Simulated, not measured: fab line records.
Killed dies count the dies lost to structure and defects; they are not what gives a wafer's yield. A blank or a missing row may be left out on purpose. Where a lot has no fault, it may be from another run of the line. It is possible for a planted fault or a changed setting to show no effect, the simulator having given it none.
A struck lot beside a sound one ; flow rit_cmos ; 30 steps out of a route of 202
Sound: these wafers, L576.4, L576.5, L576.6. Wafers L589.1, L589.3, L589.5 were the ones struck. The cause is given at the end.
At each step with rows: each side's tool, then ch and its chambers, then its first start. Under that, the readings that differ: sound wafers ; struck wafers ; difference of the means ; sigmas: that difference in standard deviations of wafers without a fault.
alike: a reading whose means differ by less than 2 such deviations, as well as words and numbers matching on both sides. not compared: withheld readings; readings where some wafer has no value; bounds like >300 that might hide an equal value; numbers whose values overlap and for which the record gives no deviation.
The two part at a step that has a row with sigmas, a row that says differs or no value, or rows on one side only. Non-overlapping numbers with no deviation appear without sigmas and do not part them. A reading that every wafer of one side lacks parts them only if that side has two wafers or more.

RIT_FOX2_THK_MEAS_01:
  sound on film_metro-02, day 2 20:53; struck on film_metro-03, day 5 15:25
  alike: FOX2_OXIDE_THK
then, 2 steps without rows for these wafers: RIT_FOX2_CLEAN_02 (cleans in dHF, time 180 s); RIT_FOX2_WET_ETCH_03 (etches Si3N4 in H3PO4, target depth 195 nm, time 2700 s).
RIT_FOX2_THK_MEAS_90:
  sound on film_metro-01, day 2 21:46; struck on film_metro-03, day 5 16:17
  alike: FIELD_OXIDE_LEFT_1_THK
then, 6 steps without rows for these wafers: RIT_NWELL_HMDS_00 (prime time 58.51 s); RIT_NWELL_COAT_01 (resist thk 1300 nm); RIT_NWELL_SOFTBAKE_02 (time 60 s); RIT_NWELL_EXPOSE_03 (exposes mask M2, target cd 43900 nm); RIT_NWELL_PEB_04; RIT_NWELL_DEVELOP_05 (develop time 68 s).
RIT_NWELL_OVL_MEAS_06:
  sound on overlay-02, day 2 22:49; struck on overlay-01, day 5 17:22
  alike: NWELL_OVL
then, 1 step without rows for these wafers: RIT_NWELL_HARDBAKE_07 (time 120 s).
RIT_NWELL_IMPLANT_08:
  sound on implanter-01 ch 0, day 2 23:10; struck on implanter-03 ch 0, day 5 17:38
reading;sound;struck;difference;sigmas
dose_ions_cm2;5e+13 5.004e+13 5.004e+13;5.287e+13 5.278e+13 5.287e+13;+2.813e+12;+51
faraday_current_uA;161 164 156;166 165 174;+8;+2
RIT_NWELL_STRIP_09: strips in O2, time 180 s.
  sound on plasma_asher-03 ch 0,1, day 2 23:17; struck on plasma_asher-03 ch 0,1, day 5 17:47
  alike: chamber_pressure_mTorr, drypump_motor_current_A
  not compared: rf_hours_counter_h
RIT_NWELL_TW_MEAS_10:
  sound on film_metro-02, day 2 23:26; struck on film_metro-02, day 5 17:58
  alike: NWELL_TW
then, 6 steps without rows for these wafers: RIT_PWELL_HMDS_00 (prime time 60 s); RIT_PWELL_COAT_01 (resist thk 1300 nm); RIT_PWELL_SOFTBAKE_02 (time 60 s); RIT_PWELL_EXPOSE_03 (exposes mask M3, target cd 43700 nm); RIT_PWELL_PEB_04; RIT_PWELL_DEVELOP_05 (develop time 68 s).
RIT_PWELL_OVL_MEAS_06:
  sound on overlay-02, day 3 00:22; struck on overlay-02, day 5 18:55
  alike: PWELL_OVL
then, 2 steps without rows for these wafers: RIT_PWELL_HARDBAKE_07 (time 120 s); RIT_PWELL_IMPLANT_08.
RIT_PWELL_STRIP_09: strips in O2, time 180 s.
  sound on plasma_asher-01 ch 0,1, day 3 00:50; struck on plasma_asher-01 ch 1, day 5 19:21
  alike: chamber_pressure_mTorr, drypump_motor_current_A
  not compared: rf_hours_counter_h
RIT_PWELL_TW_MEAS_10:
  sound on film_metro-03, day 3 00:59; struck on film_metro-03, day 5 19:31
  alike: PWELL_TW
then, 1 step without rows for these wafers: RIT_WELLDRIVE_ANNEAL_00 (time 14700 s).
RIT_WELLDRIVE_RS_MEAS_01: measurement is done with a four-point probe.
  sound on film_metro-03, day 3 06:10; struck on film_metro-02, day 6 00:40
reading;sound;struck;difference;sigmas
NWELL_RS (ohm/sq);275.3 275.2 275.3;266.6 266.2 266.9;-8.7;-11
RIT_WELLDRIVE_RS_MEAS_02: measurement is done with a four-point probe.
  sound on film_metro-03, day 3 06:17; struck on film_metro-02, day 6 00:47
  alike: PWELL_RS
RIT_M1_PROBE_99:
  sound on prober-01, day 4 12:14; struck on prober-02, day 7 08:20
reading;sound;struck;difference;sigmas
model.etest.nwell_pinched.rs_ohm_sq;341.1 338.7 341.5;327.2 326.8 325.4;-14.0;
model.etest.well_edge_right.line_ohm_um;181.7 185.1 181;176.9 176.2 174.1;-6.9;
model.etest.well_edge_left.line_ohm_um;180.2 182.1 182.9;175 176.2 174.8;-6;
  alike: killed_at_front_end, killed_dies, killed_open, killed_short

== WHERE THEY PART ==
First at RIT_NWELL_IMPLANT_08; last, within this record, at RIT_WELLDRIVE_RS_MEAS_01. Later steps at which nothing parts them and some readings are alike: RIT_WELLDRIVE_RS_MEAS_02, RIT_M1_PROBE_99.

WHY: what the simulator had put in
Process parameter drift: implanter-03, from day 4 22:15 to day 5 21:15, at RIT_NWELL_IMPLANT_08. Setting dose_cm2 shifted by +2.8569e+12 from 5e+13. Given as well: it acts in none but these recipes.
